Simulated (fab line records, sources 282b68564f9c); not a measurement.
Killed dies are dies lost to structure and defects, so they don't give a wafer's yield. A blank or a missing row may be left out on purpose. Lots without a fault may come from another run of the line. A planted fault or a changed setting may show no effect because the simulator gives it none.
One fault seen from 2 desks | flow rit_cmos | each desk has only its own numbers; what lay behind them comes last

THE METROLOGY DESK
What the gauges read, lot by lot, whatever tool the lot ran on: means of the sampled wafers that have a number. A lot is out of limits, marked OUT, if its mean lies more than 4 standard deviations from the usual mean; the brackets give that distance.
Columns: A = CONTACT_TEOS_THK at RIT_CONTACT_THK_MEAS_01, usual 400 nm
lot  | first seen here | A
L108 | day 3 07:25     | 401
L109 | day 3 15:04     | 397
L110 | day 3 19:47     | 397
L111 | day 3 21:39     | 398
L116 | day 5 05:43     | 408
L118 | day 5 11:59     | 407
L122 | day 6 05:23     | 366 (-6.6) OUT
L123 | day 6 10:12     | 397
L126 | day 7 03:01     | 403
L127 | day 7 08:50     | 399
L128 | day 7 14:22     | 402
L130 | day 8 03:44     | 406
L131 | day 8 07:19     | 397
This desk's finding: out of limits on L122; first on L122, day 6 05:23 (CONTACT_TEOS_THK at RIT_CONTACT_THK_MEAS_01). In limits: L108, L109, L110, L111, L116, L118, L123, L126, L127, L128, L130, L131.

THE TOOL OWNER'S DESK: pecvd-03
The tool's own readings at RIT_CONTACT_CVD_00 (deposits SiO2 from TEOS, target thk 400 nm, time 61 s): means of the sampled wafers that have a number, for each lot that ran on this tool. A lot is out of limits, marked OUT, if its mean lies more than 4 standard deviations from the usual mean; the brackets give that distance.
Columns: A = heater_power_w at RIT_CONTACT_CVD_00, usual 323 W
lot  | first seen here | A
L110 | day 3 19:44     | 354
L116 | day 5 05:38     | 337
L122 | day 6 05:20     | 329
This desk's finding: nothing out of limits on any of the 3 lots.

PUT TOGETHER
The metrology desk could have raised an alarm at day 6 05:23, on L122.
The tool owner's desk saw nothing out of limits.
The tool owner's desk has L122 on record, within its limits.
Of the lots named, all ran RIT_CONTACT_CVD_00 on pecvd-03.

WHAT THE SIMULATOR HAD PUT IN
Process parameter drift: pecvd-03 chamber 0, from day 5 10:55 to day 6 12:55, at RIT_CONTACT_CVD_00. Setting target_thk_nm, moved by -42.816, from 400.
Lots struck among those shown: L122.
Hours from the fault's start to each desk's first reading out of limits: the metrology desk, 18.
